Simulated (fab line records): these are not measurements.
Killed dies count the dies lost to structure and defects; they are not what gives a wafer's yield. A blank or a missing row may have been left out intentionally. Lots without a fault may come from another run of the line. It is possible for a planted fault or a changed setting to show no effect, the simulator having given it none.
Which tool did it?	flow berkeley-cmos170	15 lots with 45 wafers sampled at 2 steps, on a route of 331 steps

== WHAT THE GAUGES SHOWED, per wafer ==
UCB170_ACTIVE_THK_MEAS_03. Usual: ACTIVE_OXIDE_THK 26.5 nm, standard deviation 0.5.
lot	measured	on	ACTIVE_OXIDE_THK (nm)	flag
L618	day 3 21:22	film-metro-03	25.7 25.8 25.8	
L619	day 4 04:24	film-metro-04	26.9 26.3 26.7	
L620	day 4 12:34	film-metro-01	27.2 27.6 27.5	
L622	day 4 17:45	film-metro-03	26.5 26.8 26.1	
L623	day 5 09:47	film-metro-04	26.3 25.7 26.1	
L625	day 5 14:30	film-metro-01	26.3 26.5 26.4	
L626	day 5 14:31	film-metro-04	27.0 27.5 27.2	
L627	day 5 22:36	film-metro-03	25.8 25.6 25.6	
L628	day 6 05:47	film-metro-03	27.0 26.6 26.8	
L631	day 6 17:14	film-metro-04	26.5 26.2 26.6	
L633	day 7 03:15	film-metro-04	26.5 26.7 26.4	
L634	day 7 22:24	film-metro-01	26.5 26.6 27.0	
L635	day 7 22:28	film-metro-01	26.9 27.0 27.2	
L636	day 7 22:23	film-metro-03	26.5 26.2 26.5	
L640	day 8 20:05	film-metro-04	26.4 26.1 26.2	

== WHICH TOOL RAN EACH LOT (tool, then ch and the chambers of the sampled wafers, then the start) ==
lot	UCB170_ZERO_ETCH_06
L618	rie-diel-01 ch 1,2, day 1 22:55
L619	rie-diel-03 ch 0,1, day 2 04:35
L620	rie-diel-04 ch 1,2, day 2 10:43
L622	rie-diel-01 ch 2,3, day 2 20:16
L623	rie-diel-01 ch 1,2, day 3 02:10
L625	rie-diel-03 ch 0,1,2, day 3 11:37
L626	rie-diel-04 ch 1,2,3, day 3 16:02
L627	rie-diel-01 ch 1,2,3, day 3 21:28
L628	rie-diel-04 ch 0,1,3, day 4 01:10
L631	rie-diel-03 ch 0,1,3, day 4 15:06
L633	rie-diel-04 ch 0,1,2, day 5 00:36
L634	rie-diel-03 ch 0,3, day 5 04:46
L635	rie-diel-03 ch 1,3, day 5 13:59
L636	rie-diel-04 ch 0,1,3, day 5 19:31
L640	rie-diel-04 ch 0,1,2, day 6 13:59
- UCB170_ZERO_ETCH_06: etches SiO2 in CHF3/CF4/Ar, time 12 s.

== AS READ BY THE TOOLS THEMSELVES (means over the sampled wafers that have a number; for cases with no such wafer, the mark the record gives instead) ==
UCB170_ZERO_ETCH_06. Usual: drypump-motor-current-A 5.6 A, standard deviation 0.4; oes-product-au 0.619 a.u., standard deviation 0.01; throttle-valve-pct 9.29 %, standard deviation 0.15.
lot	tool	drypump-motor-current-A (A)	oes-product-au (a.u.)	throttle-valve-pct (%)	flag
L618	rie-diel-01	5.8	0.621	9.42	
L619	rie-diel-03	5.5	0.625	9.15	
L620	rie-diel-04	5.2	0.626	9.27	
L622	rie-diel-01	6.1	0.622	9.31	
L623	rie-diel-01	5.8	0.623	9.42	
L625	rie-diel-03	5.5	0.622	9.31	
L626	rie-diel-04	5.4	0.619	9.18	
L627	rie-diel-01	6.1	0.629	9.39	
L628	rie-diel-04	5.5	0.616	9.16	
L631	rie-diel-03	5.4	0.622	9.27	
L633	rie-diel-04	5.6	0.620	9.27	
L634	rie-diel-03	5.3	0.613	9.36	
L635	rie-diel-03	5.2	0.619	9.26	
L636	rie-diel-04	5.5	0.620	9.16	
L640	rie-diel-04	5.6	0.624	9.26	

== THE ANSWER, worked out from the rows above alone ==
Rule: a lot counts as off when the mean over its wafers that have a number is more than 3 standard deviations away from the usual mean. Also off: a lot with no number at a reading for which 4 or more lots have one. The other lots that the step has rows for count as sound. First the gauges in route order, then the tools' own readings, where a lot's mean is used as printed above. The first step at which some lot is off is used, and at that step the reading that is off furthest; a lot without a number counts as furthest.
No lot is off at any reading shown: from this, nothing can be told.

== WHAT THE SIMULATOR PUT IN ==
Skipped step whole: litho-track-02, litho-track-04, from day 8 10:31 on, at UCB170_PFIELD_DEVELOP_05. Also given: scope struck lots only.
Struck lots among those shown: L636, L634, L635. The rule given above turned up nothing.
